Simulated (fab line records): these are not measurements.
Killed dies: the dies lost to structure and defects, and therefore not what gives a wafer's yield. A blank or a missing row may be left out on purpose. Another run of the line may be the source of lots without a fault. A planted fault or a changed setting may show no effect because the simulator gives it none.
A lot that was struck, set against a sound lot | flow berkeleyCmos170 | 14 steps out of a route of 331
Sound: the wafers L371.4, L371.5, L371.6. Wafers L376.1, L376.3, L376.6 were the ones struck. The cause is named last.
Per side, at each step with rows, come the tool, then ch with its chambers, and then its first start. Under that, the readings that differ: sound wafers | struck wafers | difference of the means | sigmas: that difference in standard deviations of wafers without a fault.
alike: readings whose means differ by less than 2 such deviations, and words and numbers that are the same on both sides. not compared: withheld readings, readings that some wafer has no value for, bounds like >300 that may hide the same value, and numbers for which the record gives no deviation and whose values overlap.
Wherever a step has rows on one side only, a row that says differs or no value, or a row with sigmas, the two part there. Numbers that have no deviation but don't overlap get no sigmas and don't part them. A reading that every wafer of one side lacks parts them only if that side has two wafers or more.

first, 3 steps without rows for these wafers: UCB170_PFIELD_EXPOSE_03 (exposes mask PFIELD, target cd 1500 nm); UCB170_PFIELD_PEB_04; UCB170_PFIELD_DEVELOP_05 (develop time 45 s).
UCB170_PFIELD_OVL_MEAS_06:
  sound on overlay-01, day 5 07:52; struck on overlay-01, day 6 02:11
  alike: PFIELD_OVL
after that, 1 step had no rows for these wafers: UCB170_PFIELD_IMPLANT_07.
UCB170_PFIELD_STRIP_08: strips in O2.
  sound on plasmaAsher-04 ch 0,1, day 5 08:04; struck on plasmaAsher-03 ch 0,1, day 6 02:22
  alike: chamberPressureMTorr, drypumpMotorCurrentA, oesProductAu, stripTimeToEndpointS
  not compared: rfHoursCounterH
UCB170_PFIELD_TW_MEAS_09:
  sound on filmMetro-01, day 5 08:09; struck on filmMetro-01, day 6 02:28
  alike: PFIELD_TW
then, 2 steps without rows for these wafers: UCB170_FIELD_CLEAN_00 (cleans in dHF, time 7.5 s); UCB170_FIELD_OXIDATION_01 (target thk 558.3 nm, ox time 7200 s).
UCB170_FIELD_THK_MEAS_02:
  sound on filmMetro-01, day 5 15:17; struck on filmMetro-01, day 6 09:35
  alike: FIELD_OXIDE_THK
then, 2 steps without rows for these wafers: UCB170_FIELD_ANNEAL_03 (time 1200 s); UCB170_FIELD_WET_ETCH_04 (etches SiO2 in dHF, time 60 s).
UCB170_FIELD_WET_ETCH_05: etches Si3N4 in H3PO4, time 12600 s.
  sound on wetBench-01 ch 0, day 5 18:15; struck on wetBench-03 ch 1, day 6 12:27
  no value came back on the struck wafers for bathGuardTempC (C), bathHeatDutyPct (%); on the sound wafers bathGuardTempC (C) reads 160.8 161.0 160.3
reading                                     | sound             | struck            | difference | sigmas
model.Si3N4_of_ACTIVE_CVD_05.thkNm (nm)     | 0 0 0             | 218 218.3 219.8   | +219       | 
model.SiO2_of_FIELD_OXIDATION_01.thkNm (nm) | 504.7 513.4 491.2 | 549.8 547.9 546.1 | +44.8      | 
UCB170_FIELD_WET_ETCH_06: etches SiO2 in BOE, time 22 s.
  sound on wetBench-04 ch 2, day 5 21:46; struck on wetBench-01 ch 1, day 6 15:58
reading                                     | sound           | struck            | difference | sigmas
model.SiO2_of_FIELD_OXIDATION_01.thkNm (nm) | 454 462.5 440.5 | 499.7 497.9 495.9 | +45.5      | 
  alike: bathHeatDutyPct, runLengthS

## WHERE THEY PART
Only at UCB170_FIELD_WET_ETCH_05, as far as this record shows. Later steps at which nothing parts them and some readings are alike: UCB170_FIELD_WET_ETCH_06.

WHY: whatever the simulator had introduced
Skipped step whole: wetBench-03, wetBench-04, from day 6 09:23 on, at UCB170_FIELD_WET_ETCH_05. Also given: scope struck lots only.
